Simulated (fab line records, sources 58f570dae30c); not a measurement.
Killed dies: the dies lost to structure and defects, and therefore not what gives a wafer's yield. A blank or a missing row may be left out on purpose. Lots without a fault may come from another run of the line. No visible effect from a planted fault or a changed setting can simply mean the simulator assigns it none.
Which tool is to blame?    flow berkeley-cmos170    Sampling: 16 lots, 48 wafers, 2 of 331 route steps

== WHAT THE GAUGES READ, wafer by wafer ==
UCB170_CONTACT_OVL_MEAS_16. Usual: CONTACT_OVL typically reads -2 nm, with standard deviation 4.7.
lot   measured      on          CONTACT_OVL (nm)  flag
L651  day 7 16:01   overlay-02  1 0 -13           
L652  day 8 21:41   overlay-02  -3 -2 3           
L653  day 9 14:05   overlay-01  2 -1 4            
L654  day 9 14:33   overlay-02  -13 -9 -10        
L655  day 9 14:47   overlay-01  -1 -6 5           
L656  day 9 15:02   overlay-02  -2 -9 -8          
L657  day 9 17:59   overlay-01  -3 0 -13          
L658  day 9 18:01   overlay-01  -7 1 1            
L661  day 10 03:46  overlay-02  -135 -128 -125    OFF
L662  day 10 12:25  overlay-02  2 -6 -1           
L663  day 10 12:41  overlay-01  -124 -134 -130    OFF
L664  day 11 09:41  overlay-02  -135 -135 -128    OFF
L666  day 11 19:01  overlay-02  -132 -126 -127    OFF
L668  day 11 19:17  overlay-01  1 -7 -3           
L670  day 12 13:46  overlay-02  3 6 6             
L674  day 13 03:04  overlay-02  1 0 10            

== TOOL THAT RAN EACH LOT (tool first, then ch and the chambers of the sampled wafers, then the start) ==
lot   UCB170_CONTACT_EXPOSE_12
L651  krf-scanner-02 ch 0, day 7 15:31
L652  krf-scanner-01 ch 0, day 8 21:10
L653  krf-scanner-01 ch 0, day 9 13:34
L654  krf-scanner-02 ch 0, day 9 14:03
L655  krf-scanner-01 ch 0, day 9 14:17
L656  krf-scanner-02 ch 0, day 9 14:32
L657  krf-scanner-02 ch 0, day 9 17:09
L658  krf-scanner-01 ch 0, day 9 17:27
L661  krf-scanner-01 ch 0, day 10 02:37
L662  krf-scanner-02 ch 0, day 10 11:53
L663  krf-scanner-01 ch 0, day 10 12:07
L664  krf-scanner-01 ch 0, day 11 08:31
L666  krf-scanner-01 ch 0, day 11 18:23
L668  krf-scanner-02 ch 0, day 11 18:45
L670  krf-scanner-02 ch 0, day 12 13:16
L674  krf-scanner-02 ch 0, day 13 02:34
- UCB170_CONTACT_EXPOSE_12: exposes mask CONT, target cd 700 nm.

== WHAT THE TOOLS THEMSELVES READ (means of the sampled wafers that have a number; where no wafer has one, the mark that the record gives instead) ==
UCB170_CONTACT_EXPOSE_12. Usual: reticle-temp-C reads 23.01 C (standard deviation 0.095).
lot   tool            reticle-temp-C (C)  flag
L651  krf-scanner-02  22.89               
L652  krf-scanner-01  23.07               
L653  krf-scanner-01  23.07               
L654  krf-scanner-02  22.92               
L655  krf-scanner-01  23.09               
L656  krf-scanner-02  23.04               
L657  krf-scanner-02  22.97               
L658  krf-scanner-01  22.98               
L661  krf-scanner-01  23.09               
L662  krf-scanner-02  22.98               
L663  krf-scanner-01  23.09               
L664  krf-scanner-01  23.03               
L666  krf-scanner-01  23.06               
L668  krf-scanner-02  23.00               
L670  krf-scanner-02  22.92               
L674  krf-scanner-02  22.89               

== THE ANSWER, worked out from the rows above alone ==
Rule: a lot is off if the mean of its wafers that have a number lies more than 3 standard deviations from the usual mean. A lot without any number at a reading at which 4 lots or more have one is off too. Where the step has rows for the other lots, those lots are counted as sound. The gauges are gone through in route order, then the tools' own readings, and for those a lot's mean is taken as printed above. At the first step where some lot is off, the reading lying furthest off is the one used; lots without a number count as furthest.
Off: L661, L663, L664, L666, at UCB170_CONTACT_OVL_MEAS_16 (CONTACT_OVL).
A tool fits if, at a process step before that reading, it ran every lot that is off, and no sound lot after the first of them. The gauges at UCB170_CONTACT_OVL_MEAS_16 are tried like those tools. One candidate fits, namely krf-scanner-01 at UCB170_CONTACT_EXPOSE_12. Its last sound lot is L658 (day 9 17:27), its first lot that is off L661 (day 10 02:37): a fault that began between those two fits.

== WHAT HAD BEEN PUT IN BY THE SIMULATOR ==
Scanner matching overlay: krf-scanner-01, from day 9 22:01 on, at UCB170_CONTACT_EXPOSE_12. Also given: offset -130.
Lots struck among those shown: L661, L663, L664, L666. This agrees with what the rule above found.
